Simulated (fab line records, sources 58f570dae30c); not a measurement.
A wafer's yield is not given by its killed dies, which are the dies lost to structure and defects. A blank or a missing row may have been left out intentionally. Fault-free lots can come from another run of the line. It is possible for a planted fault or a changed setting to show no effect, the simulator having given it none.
Which tool did it? + flow berkeley-cmos170 + 14 lots with 42 wafers sampled at 2 steps, on a route of 331 steps

## WHAT THE GAUGES READ, wafer by wafer
UCB170_NWELL_THK_MEAS_02. Usual: NWELL_OXIDE_THK gives 26.4 nm (standard deviation 0.61).
| lot  | measured    | on            | NWELL_OXIDE_THK (nm) | flag |
|------|-------------|---------------|----------------------|------|
| L884 | day 2 01:52 | film-metro-02 | 26.1 26.3 26.2       |      |
| L885 | day 2 07:38 | film-metro-02 | 27.3 26.7 27.1       |      |
| L886 | day 2 12:13 | film-metro-03 | 27.2 26.6 26.1       |      |
| L887 | day 2 12:13 | film-metro-01 | 26.6 26.8 26.4       |      |
| L888 | day 2 21:08 | film-metro-01 | 26.7 26.8 26.8       |      |
| L889 | day 3 05:09 | film-metro-01 | 26.0 26.3 26.3       |      |
| L890 | day 3 05:10 | film-metro-03 | 28.1 27.8 28.3       |      |
| L892 | day 3 20:02 | film-metro-02 | 25.6 25.5 26.1       |      |
| L893 | day 3 20:02 | film-metro-01 | 26.4 26.4 26.6       |      |
| L894 | day 4 00:32 | film-metro-03 | 26.9 26.6 26.3       |      |
| L895 | day 4 08:21 | film-metro-01 | 26.6 26.8 26.8       |      |
| L897 | day 4 16:38 | film-metro-03 | 26.7 27.1 27.0       |      |
| L898 | day 5 03:50 | film-metro-01 | 39.4 40.3 39.1       | OFF  |
| L900 | day 5 12:19 | film-metro-01 | 39.7 39.6 39.5       | OFF  |

## EACH LOT AND THE TOOL THAT RAN IT (in order: tool; ch and the chambers of the sampled wafers; start)
| lot  | UCB170_NWELL_OXIDATION_01                                     |
|------|---------------------------------------------------------------|
| L884 | furnace-04 ch 0, day 2 00:31                                  |
| L885 | furnace-02 ch 0, day 2 06:17                                  |
| L886 | furnace-03 ch 0, day 2 10:52                                  |
| L887 | furnace-03 ch 0, day 2 10:52                                  |
| L888 | furnace-04 ch 0, day 2 19:47                                  |
| L889 | furnace-03 ch 0, day 3 03:48                                  |
| L890 | furnace-03 ch 0, day 3 03:48                                  |
| L892 | furnace-02 ch 0, day 3 18:39                                  |
| L893 | furnace-02 ch 0, day 3 18:39                                  |
| L894 | furnace-03 ch 0, day 3 23:10                                  |
| L895 | furnace-02 ch 0, day 4 07:00                                  |
| L897 | furnace-02 ch 0, day 4 15:17                                  |
| L898 | furnace-02 ch 0, day 4 23:34                                  |
| L900 | furnace-02 ch 0, day 5 09:03 and furnace-03 ch 0, day 5 10:56 |
- UCB170_NWELL_OXIDATION_01: target thk 26.4 nm, ox time 1260 s.

## AS READ BY THE TOOLS THEMSELVES (means over the sampled wafers that have a number; for cases with no such wafer, the mark the record gives instead)
UCB170_NWELL_OXIDATION_01. Usual: spike-tc-source-C 1025.6 C, standard deviation 2.8; tube-center-temp-C 999.99 C, standard deviation 0.096; zone-power-load-pct 32.8 %, standard deviation 2.4; zone-power-source-pct 35.0 %, standard deviation 1.3.
| lot  | tool                  | spike-tc-source-C (C) | tube-center-temp-C (C) | zone-power-load-pct (%) | zone-power-source-pct (%) | flag |
|------|-----------------------|-----------------------|------------------------|-------------------------|---------------------------|------|
| L884 | furnace-04            | 1024.7                | 999.97                 | 31.8                    | 33.8                      |      |
| L885 | furnace-02            | 1022.7                | 1000.05                | 35.1                    | 34.7                      |      |
| L886 | furnace-03            | 1030.6                | 999.91                 | 29.5                    | 36.9                      |      |
| L887 | furnace-03            | 1029.8                | 1000.05                | 29.5                    | 36.8                      |      |
| L888 | furnace-04            | 1025.9                | 999.85                 | 31.9                    | 34.2                      |      |
| L889 | furnace-03            | 1029.9                | 1000.02                | 29.4                    | 37.2                      |      |
| L890 | furnace-03            | 1029.1                | 1000.01                | 29.5                    | 36.8                      |      |
| L892 | furnace-02            | 1023.1                | 1000.03                | 35.3                    | 34.6                      |      |
| L893 | furnace-02            | 1023.0                | 999.99                 | 35.3                    | 34.5                      |      |
| L894 | furnace-03            | 1029.8                | 999.98                 | 29.7                    | 37.1                      |      |
| L895 | furnace-02            | 1023.5                | 999.94                 | 35.2                    | 34.6                      |      |
| L897 | furnace-02            | 1023.8                | 999.91                 | 35.3                    | 34.9                      |      |
| L898 | furnace-02            | 1023.4                | 1000.02                | 35.4                    | 35.0                      |      |
| L900 | furnace-02/furnace-03 | 1026.5                | 1000.02                | 32.2                    | 35.7                      |      |

## THE ANSWER, worked out from the rows above alone
Rule: lot off if the mean of its wafers having a number is beyond 3 standard deviations from the usual mean. A lot without any number at a reading at which 4 lots or more have one is off too. All remaining lots with rows at the step are treated as sound. After the gauges, taken in route order, come the tools' own readings; for these a lot's mean is taken, as printed above. At the first step where some lot is off, the reading lying furthest off is the one used; lots without a number count as furthest.
Off: L898, L900, seen at UCB170_NWELL_THK_MEAS_02 (NWELL_OXIDE_THK).
A tool fits if, at a process step before that reading, it ran every lot that is off, and no sound lot after the first of them. Those tools and the gauges at UCB170_NWELL_THK_MEAS_02 are tried in the same way. This does not decide it: 2 tools fit, namely furnace-02 at UCB170_NWELL_OXIDATION_01 and film-metro-01 at UCB170_NWELL_THK_MEAS_02.

## WHAT THE SIMULATOR HAD INSERTED
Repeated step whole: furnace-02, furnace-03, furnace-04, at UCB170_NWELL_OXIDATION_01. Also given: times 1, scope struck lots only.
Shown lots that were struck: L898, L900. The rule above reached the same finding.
